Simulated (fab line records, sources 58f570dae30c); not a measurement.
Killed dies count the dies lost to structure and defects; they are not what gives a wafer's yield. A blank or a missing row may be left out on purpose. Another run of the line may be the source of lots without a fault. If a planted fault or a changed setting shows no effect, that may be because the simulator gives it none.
fab line records :: flow berkeleyCmos170 :: part 2 of 2: steps 33 to 45 of 45
record
  lots=5
  wafers=15
  lastDay=11
route steps=331 shown NWELL@27 PWELL@34 WELLDRIVE@55 ACTIVE@60
lots with no fault: from the same line, run without faults
startH: hours from the record's first day to the start of the lot's first wafer shown :: waitH: how many hours have passed since the lot's step before this one :: " same as the row above :: L1.1+2: a row that stands for several wafers :: - no value, or no start was given :: * or withheld: withheld :: < > ~ a bound
route shown NAME@n: NAME is a module with steps in the file, n the number in the route of the first one :: usual: mean/standard deviation of fault-free wafers :: same: alike in all rows :: chamber/n: place in a boat :: sites: the reading at each site :: _std_site: their standard deviation :: _edge_site: mean of outer sites minus mean of inner sites :: radiusMm: for every site, how far away it sits from the centre of the wafer :: mask NAME#n: copy n :: behind: the last tool/chamber to shape the wafer :: hold: cause of the lot's hold/its duration in hours/its outcome :: device: the transistor (n, p or np) that didn't switch :: end of line: tests of these same wafers at the route's end :: a step with no rows: only its recipe :: killed: the dies lost at the first sort to structure and to defects; this is not the yield of the wafer :: map: the dies of a wafer, with x for killed, . for not killed, _ for no die there
set.NAME: setting as actually run; set.NAME@STEP: the setting as run at that earlier step :: model.NAME: the simulator's own value behind a step, which no gauge read
certain route steps with their lots: each step a table, each wafer a row
services: the hour from which a tool's chamber was out of use, counted from the record's first day as startH (under 0 if before that day), plus the number of hours and why
## steps
# step UCB170_WELLDRIVE_WET_ETCH_04
# recipe
  chemistry=BOE
  dilution=5:1
  target=SiO2
  tempC=25
  timeS=120
lot.wafer: L079.2+4+6
tool: wetBench-01
chamber: 2
startH: 86.02
waitH: 0.0

lot.wafer: L083.3+4+5
tool: wetBench-04
chamber: 3
startH: 111.45
waitH: 0.0

lot.wafer: L087.2+3+4
tool: wetBench-04
chamber: 2
startH: 131.63
waitH: 0.2

lot.wafer: L092.2+3+4
tool: wetBench-01
chamber: 1
startH: 166.61
waitH: 0.0

lot.wafer: L093.3+5+6
tool: wetBench-01
chamber: 2
startH: 166.61
waitH: 0.0
# step UCB170_ACTIVE_CLEAN_00
# recipe
  chemistry=SPM
  tempC=120
  timeS=600
lot.wafer: L079.2+4+6
tool: wetBench-01
chamber: 1
startH: 86.06
waitH: 0.0

lot.wafer: L083.3+4+5
tool: wetBench-04
chamber: 2
startH: 111.49
waitH: 0.0

lot.wafer: L087.2+3+4
tool: wetBench-04
chamber: 2
startH: 131.74
waitH: 0.0

lot.wafer: L092.2+3+4
tool: wetBench-01
chamber: 0
startH: 166.83
waitH: 0.2

lot.wafer: L093.3+5+6
tool: wetBench-01
chamber: 3
startH: 166.83
waitH: 0.2
# step UCB170_ACTIVE_CLEAN_01
# recipe
  chemistry=dHF
  dilution=25:1
  timeS=60
lot.wafer: L079.2+4+6
tool: wetBench-01
chamber: 2
startH: 86.41
waitH: 0.2

lot.wafer: L083.3+4+5
tool: wetBench-04
chamber: 3
startH: 112.02
waitH: 0.3

lot.wafer: L087.2+3+4
tool: wetBench-01
chamber: 1
startH: 132.20
waitH: 0.1

lot.wafer: L092.2+3+4
tool: wetBench-04
chamber: 1
startH: 167.83
waitH: 0.8

lot.wafer: L093.3+5+6
tool: wetBench-04
chamber: 3
startH: 167.83
waitH: 0.8
# step UCB170_ACTIVE_OXIDATION_02
# recipe
  tempC=1000
  ambient=O2
  targetThkA=264
  oxTimeS=1260
# usual
  oxTempCMax=1005.6/2.7
lot.wafer: L079.2
tool: furnace-03
chamber: 0
startH: 87.17
waitH: 0.7
oxTempCMax: 1006.7

lot.wafer: L079.4
tool: furnace-03
chamber: 0
startH: 87.17
waitH: 0.7
oxTempCMax: 1011.8

lot.wafer: L079.6
tool: furnace-03
chamber: 0
startH: 87.17
waitH: 0.7
oxTempCMax: 1009.1

lot.wafer: L083.3
tool: furnace-04
chamber: 0
startH: 115.55
waitH: 3.5
oxTempCMax: 1002.6

lot.wafer: L083.4
tool: furnace-04
chamber: 0
startH: 115.55
waitH: 3.5
oxTempCMax: 1003.4

lot.wafer: L083.5
tool: furnace-04
chamber: 0
startH: 115.55
waitH: 3.5
oxTempCMax: 1002.2

lot.wafer: L087.2
tool: furnace-01
chamber: 0
startH: 133.35
waitH: 1.1
oxTempCMax: 1005.3

lot.wafer: L087.3
tool: furnace-01
chamber: 0
startH: 133.35
waitH: 1.1
oxTempCMax: 1006.5

lot.wafer: L087.4
tool: furnace-01
chamber: 0
startH: 133.35
waitH: 1.1
oxTempCMax: 1004.1

lot.wafer: L092.2
tool: furnace-03
chamber: 0
startH: 169.33
waitH: 1.5
oxTempCMax: 1010.0

lot.wafer: L092.3
tool: furnace-03
chamber: 0
startH: 169.33
waitH: 1.5
oxTempCMax: 1005.9

lot.wafer: L092.4
tool: furnace-03
chamber: 0
startH: 169.33
waitH: 1.5
oxTempCMax: 1010.2

lot.wafer: L093.3
tool: furnace-03
chamber: 0
startH: 169.33
waitH: 1.5
oxTempCMax: 1009.7

lot.wafer: L093.5
tool: furnace-03
chamber: 0
startH: 169.33
waitH: 1.5
oxTempCMax: 1008.8

lot.wafer: L093.6
tool: furnace-03
chamber: 0
startH: 169.33
waitH: 1.5
oxTempCMax: 1007.7
# step UCB170_ACTIVE_THK_MEAS_03
# recipe
  reads=SiO2_of_ACTIVE_OXIDATION_02
# usual
  ACTIVE_OXIDE_THK=26.5/0.43
lot.wafer: L079.2
tool: filmMetro-04
chamber: -
startH: 88.53
waitH: 0.0
ACTIVE_OXIDE_THK[nm]: 26.3

lot.wafer: L079.4
tool: filmMetro-04
chamber: -
startH: 88.53
waitH: 0.0
ACTIVE_OXIDE_THK[nm]: 26.8

lot.wafer: L079.6
tool: filmMetro-04
chamber: -
startH: 88.53
waitH: 0.0
ACTIVE_OXIDE_THK[nm]: 26.7

lot.wafer: L083.3
tool: filmMetro-02
chamber: -
startH: 116.97
waitH: 0.1
ACTIVE_OXIDE_THK[nm]: 25.7

lot.wafer: L083.4
tool: filmMetro-02
chamber: -
startH: 116.97
waitH: 0.1
ACTIVE_OXIDE_THK[nm]: 25.8

lot.wafer: L083.5
tool: filmMetro-02
chamber: -
startH: 116.97
waitH: 0.1
ACTIVE_OXIDE_THK[nm]: 26.3

lot.wafer: L087.2
tool: filmMetro-03
chamber: -
startH: 134.71
waitH: 0.0
ACTIVE_OXIDE_THK[nm]: 25.7

lot.wafer: L087.3
tool: filmMetro-03
chamber: -
startH: 134.71
waitH: 0.0
ACTIVE_OXIDE_THK[nm]: 26.2

lot.wafer: L087.4
tool: filmMetro-03
chamber: -
startH: 134.71
waitH: 0.0
ACTIVE_OXIDE_THK[nm]: 26.2

lot.wafer: L092.2
tool: filmMetro-04
chamber: -
startH: 170.69
waitH: 0.0
ACTIVE_OXIDE_THK[nm]: 26.4

lot.wafer: L092.3
tool: filmMetro-04
chamber: -
startH: 170.69
waitH: 0.0
ACTIVE_OXIDE_THK[nm]: 27.0

lot.wafer: L092.4
tool: filmMetro-04
chamber: -
startH: 170.69
waitH: 0.0
ACTIVE_OXIDE_THK[nm]: 26.7

lot.wafer: L093.3
tool: filmMetro-03
chamber: -
startH: 170.70
waitH: 0.0
ACTIVE_OXIDE_THK[nm]: 27.1

lot.wafer: L093.5
tool: filmMetro-03
chamber: -
startH: 170.70
waitH: 0.0
ACTIVE_OXIDE_THK[nm]: 26.8

lot.wafer: L093.6
tool: filmMetro-03
chamber: -
startH: 170.70
waitH: 0.0
ACTIVE_OXIDE_THK[nm]: 27.0
# step UCB170_ACTIVE_ANNEAL_04
# recipe
  tempC=1000
  timeS=900
  ambient=N2
lot.wafer: L079.2+4+6
tool: furnace-04
chamber: 0
startH: 89.77
waitH: 1.2

lot.wafer: L083.3+4+5
tool: furnace-04
chamber: 0
startH: 119.82
waitH: 2.8

lot.wafer: L087.2+3+4
tool: furnace-04
chamber: 0
startH: 136.56
waitH: 1.8

lot.wafer: L092.2+3+4
tool: furnace-03
chamber: 0
startH: 172.03
waitH: 1.3

lot.wafer: L093.3+5+6
tool: furnace-03
chamber: 0
startH: 172.03
waitH: 1.3
# step UCB170_ACTIVE_CVD_05
# recipe
  material=Si3N4
  targetThkNm=220
  tempC=800
  precursor=SiH2Cl2/NH3
  timeS=3300
  pressureMtorr=200
  sih2cl2FlowSccm=25
  nh3FlowSccm=75
lot.wafer: L079.2+4+6
tool: lpcvd-02
chamber: 1
startH: 91.02
waitH: 0.0

lot.wafer: L083.3+4+5
tool: lpcvd-01
chamber: 1
startH: 121.07
waitH: 0.0

lot.wafer: L087.2+3+4
tool: lpcvd-01
chamber: 1
startH: 137.81
waitH: 0.0

lot.wafer: L092.2+3+4
tool: lpcvd-01
chamber: 0
startH: 173.28
waitH: 0.0

lot.wafer: L093.3+5+6
tool: lpcvd-01
chamber: 0
startH: 173.28
waitH: 0.0
# step UCB170_ACTIVE_THK_MEAS_06
# recipe
  reads=Si3N4_of_ACTIVE_CVD_05
# usual
  ACTIVE_NITRIDE_THK=220.7/2.3
lot.wafer: L079.2
tool: filmMetro-03
chamber: -
startH: 92.94
waitH: 0.0
ACTIVE_NITRIDE_THK[nm]: 218.0

lot.wafer: L079.4
tool: filmMetro-03
chamber: -
startH: 92.94
waitH: 0.0
ACTIVE_NITRIDE_THK[nm]: 218.1

lot.wafer: L079.6
tool: filmMetro-03
chamber: -
startH: 92.94
waitH: 0.0
ACTIVE_NITRIDE_THK[nm]: 217.9

lot.wafer: L083.3
tool: filmMetro-03
chamber: -
startH: 123.00
waitH: 0.0
ACTIVE_NITRIDE_THK[nm]: 222.8

lot.wafer: L083.4
tool: filmMetro-03
chamber: -
startH: 123.00
waitH: 0.0
ACTIVE_NITRIDE_THK[nm]: 222.1

lot.wafer: L083.5
tool: filmMetro-03
chamber: -
startH: 123.00
waitH: 0.0
ACTIVE_NITRIDE_THK[nm]: 223.7

lot.wafer: L087.2
tool: filmMetro-04
chamber: -
startH: 139.73
waitH: 0.0
ACTIVE_NITRIDE_THK[nm]: 219.1

lot.wafer: L087.3
tool: filmMetro-04
chamber: -
startH: 139.73
waitH: 0.0
ACTIVE_NITRIDE_THK[nm]: 219.9

lot.wafer: L087.4
tool: filmMetro-04
chamber: -
startH: 139.73
waitH: 0.0
ACTIVE_NITRIDE_THK[nm]: 219.4

lot.wafer: L092.2
tool: filmMetro-04
chamber: -
startH: 175.21
waitH: 0.0
ACTIVE_NITRIDE_THK[nm]: 223.6

lot.wafer: L092.3
tool: filmMetro-04
chamber: -
startH: 175.21
waitH: 0.0
ACTIVE_NITRIDE_THK[nm]: 224.3

lot.wafer: L092.4
tool: filmMetro-04
chamber: -
startH: 175.21
waitH: 0.0
ACTIVE_NITRIDE_THK[nm]: 222.9

lot.wafer: L093.3
tool: filmMetro-03
chamber: -
startH: 175.22
waitH: 0.0
ACTIVE_NITRIDE_THK[nm]: 221.3

lot.wafer: L093.5
tool: filmMetro-03
chamber: -
startH: 175.22
waitH: 0.0
ACTIVE_NITRIDE_THK[nm]: 220.2

lot.wafer: L093.6
tool: filmMetro-03
chamber: -
startH: 175.22
waitH: 0.0
ACTIVE_NITRIDE_THK[nm]: 222.2
# step UCB170_ACTIVE_HMDS_07
# recipe
  primeTimeS=60
  primeTempC=100
# usual
  primeTempC=100.01/0.13
lot.wafer: L079.2
tool: lithoTrack-02
chamber: 0
startH: 93.02
waitH: 0.1
primeTempC: 100.17

lot.wafer: L079.4
tool: lithoTrack-02
chamber: 0
startH: 93.02
waitH: 0.1
primeTempC: 100.17

lot.wafer: L079.6
tool: lithoTrack-02
chamber: 0
startH: 93.02
waitH: 0.1
primeTempC: 100.14

lot.wafer: L083.3
tool: lithoTrack-02
chamber: 0
startH: 123.22
waitH: 0.2
primeTempC: 99.99

lot.wafer: L083.4
tool: lithoTrack-02
chamber: 0
startH: 123.22
waitH: 0.2
primeTempC: 100.04

lot.wafer: L083.5
tool: lithoTrack-02
chamber: 0
startH: 123.22
waitH: 0.2
primeTempC: 100.05

lot.wafer: L087.2
tool: lithoTrack-01
chamber: 0
startH: 139.81
waitH: 0.1
primeTempC: 100.18

lot.wafer: L087.3
tool: lithoTrack-01
chamber: 0
startH: 139.81
waitH: 0.1
primeTempC: 100.18

lot.wafer: L087.4
tool: lithoTrack-01
chamber: 0
startH: 139.81
waitH: 0.1
primeTempC: 100.06

lot.wafer: L092.2
tool: lithoTrack-02
chamber: 0
startH: 175.50
waitH: 0.3
primeTempC: 100.09

lot.wafer: L092.3
tool: lithoTrack-02
chamber: 0
startH: 175.50
waitH: 0.3
primeTempC: 100.11

lot.wafer: L092.4
tool: lithoTrack-02
chamber: 0
startH: 175.50
waitH: 0.3
primeTempC: 99.96

lot.wafer: L093.3
tool: lithoTrack-04
chamber: 0
startH: 175.74
waitH: 0.5
primeTempC: 100.26

lot.wafer: L093.5
tool: lithoTrack-04
chamber: 0
startH: 175.74
waitH: 0.5
primeTempC: 100.13

lot.wafer: L093.6
tool: lithoTrack-04
chamber: 0
startH: 175.74
waitH: 0.5
primeTempC: 100.14
# step UCB170_ACTIVE_COAT_08
# recipe
  resist=KrF
  spinRpm=1500
  resistThkNm=900
lot.wafer: L079.2+4+6
tool: lithoTrack-02
chamber: 0
startH: 93.17
waitH: 0.1

lot.wafer: L083.3+4+5
tool: lithoTrack-02
chamber: 0
startH: 123.37
waitH: 0.1

lot.wafer: L087.2+3+4
tool: lithoTrack-01
chamber: 0
startH: 139.96
waitH: 0.1

lot.wafer: L092.2+3+4
tool: lithoTrack-02
chamber: 0
startH: 175.65
waitH: 0.1

lot.wafer: L093.3+5+6
tool: lithoTrack-04
chamber: 0
startH: 175.89
waitH: 0.1
# step UCB170_ACTIVE_SOFTBAKE_09
# recipe
  resist=KrF
  tempC=130
  timeS=60
lot.wafer: L079.2+4+6
tool: lithoTrack-02
chamber: 0
startH: 93.32
waitH: 0.1

lot.wafer: L083.3+4+5
tool: lithoTrack-02
chamber: 0
startH: 123.52
waitH: 0.1

lot.wafer: L087.2+3+4
tool: lithoTrack-01
chamber: 0
startH: 140.11
waitH: 0.1

lot.wafer: L092.2+3+4
tool: lithoTrack-02
chamber: 0
startH: 175.80
waitH: 0.1

lot.wafer: L093.3+5+6
tool: lithoTrack-04
chamber: 0
startH: 176.04
waitH: 0.1
# step UCB170_ACTIVE_EXPOSE_10
# recipe
  maskId=ACTIVE
  targetCdNm=1200
  na=0.5
  sigmaOuter=0.6
  sourceShape=conventional
  doseMj=20
# usual
  exposureDoseMJCm2=20.000/0.022
  stageVelMmS=499.98/0.26
lot.wafer: L079.2
tool: krfScanner-01
chamber: 0
startH: 93.46
waitH: 0.1
mask: ACTIVE#0
exposureDoseMJCm2: 20.015
stageVelMmS: 500.11

lot.wafer: L079.4
tool: krfScanner-01
chamber: 0
startH: 93.46
waitH: 0.1
mask: ACTIVE#0
exposureDoseMJCm2: 20.043
stageVelMmS: 500.35

lot.wafer: L079.6
tool: krfScanner-01
chamber: 0
startH: 93.46
waitH: 0.1
mask: ACTIVE#0
exposureDoseMJCm2: 20.002
stageVelMmS: 500.20

lot.wafer: L083.3
tool: krfScanner-02
chamber: 0
startH: 123.93
waitH: 0.4
mask: ACTIVE#0
exposureDoseMJCm2: 19.968
stageVelMmS: 500.25

lot.wafer: L083.4
tool: krfScanner-02
chamber: 0
startH: 123.93
waitH: 0.4
mask: ACTIVE#0
exposureDoseMJCm2: 19.962
stageVelMmS: 500.50

lot.wafer: L083.5
tool: krfScanner-02
chamber: 0
startH: 123.93
waitH: 0.4
mask: ACTIVE#0
exposureDoseMJCm2: 19.957
stageVelMmS: 500.23

lot.wafer: L087.2
tool: krfScanner-02
chamber: 0
startH: 140.62
waitH: 0.5
mask: ACTIVE#0
exposureDoseMJCm2: 19.968
stageVelMmS: 499.87

lot.wafer: L087.3
tool: krfScanner-02
chamber: 0
startH: 140.62
waitH: 0.5
mask: ACTIVE#0
exposureDoseMJCm2: 20.026
stageVelMmS: 500.36

lot.wafer: L087.4
tool: krfScanner-02
chamber: 0
startH: 140.62
waitH: 0.5
mask: ACTIVE#0
exposureDoseMJCm2: 19.984
stageVelMmS: 499.97

lot.wafer: L092.2
tool: krfScanner-02
chamber: 0
startH: 175.95
waitH: 0.1
mask: ACTIVE#0
exposureDoseMJCm2: 20.008
stageVelMmS: 500.02

lot.wafer: L092.3
tool: krfScanner-02
chamber: 0
startH: 175.95
waitH: 0.1
mask: ACTIVE#0
exposureDoseMJCm2: 19.986
stageVelMmS: 500.12

lot.wafer: L092.4
tool: krfScanner-02
chamber: 0
startH: 175.95
waitH: 0.1
mask: ACTIVE#0
exposureDoseMJCm2: 19.971
stageVelMmS: 500.34

lot.wafer: L093.3
tool: krfScanner-02
chamber: 0
startH: 176.18
waitH: 0.1
mask: ACTIVE#0
exposureDoseMJCm2: 20.009
stageVelMmS: 499.87

lot.wafer: L093.5
tool: krfScanner-02
chamber: 0
startH: 176.18
waitH: 0.1
mask: ACTIVE#0
exposureDoseMJCm2: 19.993
stageVelMmS: 499.79

lot.wafer: L093.6
tool: krfScanner-02
chamber: 0
startH: 176.18
waitH: 0.1
mask: ACTIVE#0
exposureDoseMJCm2: 20.020
stageVelMmS: 499.97
# step UCB170_ACTIVE_PEB_11
# recipe
  pebTempC=130
  pebTimeS=withheld
  resist=KrF
lot.wafer: L079.2+4+6
tool: lithoTrack-04
chamber: 0
startH: 93.59
waitH: 0.1

lot.wafer: L083.3+4+5
tool: lithoTrack-02
chamber: 0
startH: 124.22
waitH: 0.3

lot.wafer: L087.2+3+4
tool: lithoTrack-02
chamber: 0
startH: 140.74
waitH: 0.1

lot.wafer: L092.2+3+4
tool: lithoTrack-04
chamber: 0
startH: 176.62
waitH: 0.7

lot.wafer: L093.3+5+6
tool: lithoTrack-04
chamber: 0
startH: 176.92
waitH: 0.7
## services
tool: krfScanner-02
chamber: -
startH: 32.59
hours: 0.8
kind: pm

tool: implanter-04
chamber: -
startH: 39.79
hours: 10.6
kind: repair

tool: rieDiel-01
chamber: 2
startH: 39.81
hours: 3.4
kind: repair

tool: krfScanner-01
chamber: -
startH: 40.53
hours: 0.8
kind: pm

tool: plasmaAsher-03
chamber: -
startH: 42.89
hours: 1.8
kind: repair

tool: implanter-03
chamber: -
startH: 45.19
hours: 5.5
kind: pm

tool: krfScanner-01
chamber: -
startH: 45.23
hours: 3.2
kind: repair

tool: rieDiel-01
chamber: -
startH: 48.03
hours: 0.5
kind: repair

tool: implanter-02
chamber: -
startH: 56.24
hours: 1.5
kind: repair

tool: rieDiel-04
chamber: 2
startH: 67.35
hours: 4.5
kind: repair

tool: krfScanner-01
chamber: -
startH: 68.04
hours: 1.0
kind: pm

tool: krfScanner-02
chamber: -
startH: 72.85
hours: 1.3
kind: pm

tool: implanter-03
chamber: -
startH: 75.64
hours: 3.7
kind: repair

tool: furnace-03
chamber: -
startH: 95.69
hours: 24.8
kind: pm

tool: rieDiel-01
chamber: 0
startH: 96.54
hours: 6.0
kind: repair

tool: furnace-01
chamber: -
startH: 98.62
hours: 3.3
kind: pm

tool: plasmaAsher-03
chamber: -
startH: 108.75
hours: 9.0
kind: pm

tool: furnace-03
chamber: -
startH: 120.47
hours: 2.7
kind: pm

tool: rieDiel-01
chamber: -
startH: 122.59
hours: 2.8
kind: pm

tool: implanter-03
chamber: -
startH: 129.31
hours: 3.6
kind: repair

tool: furnace-04
chamber: -
startH: 131.73
hours: 3.5
kind: pm

tool: implanter-01
chamber: -
startH: 151.17
hours: 6.8
kind: repair

tool: krfScanner-02
chamber: -
startH: 157.49
hours: 1.1
kind: repair

tool: furnace-02
chamber: -
startH: 164.47
hours: 4.0
kind: pm
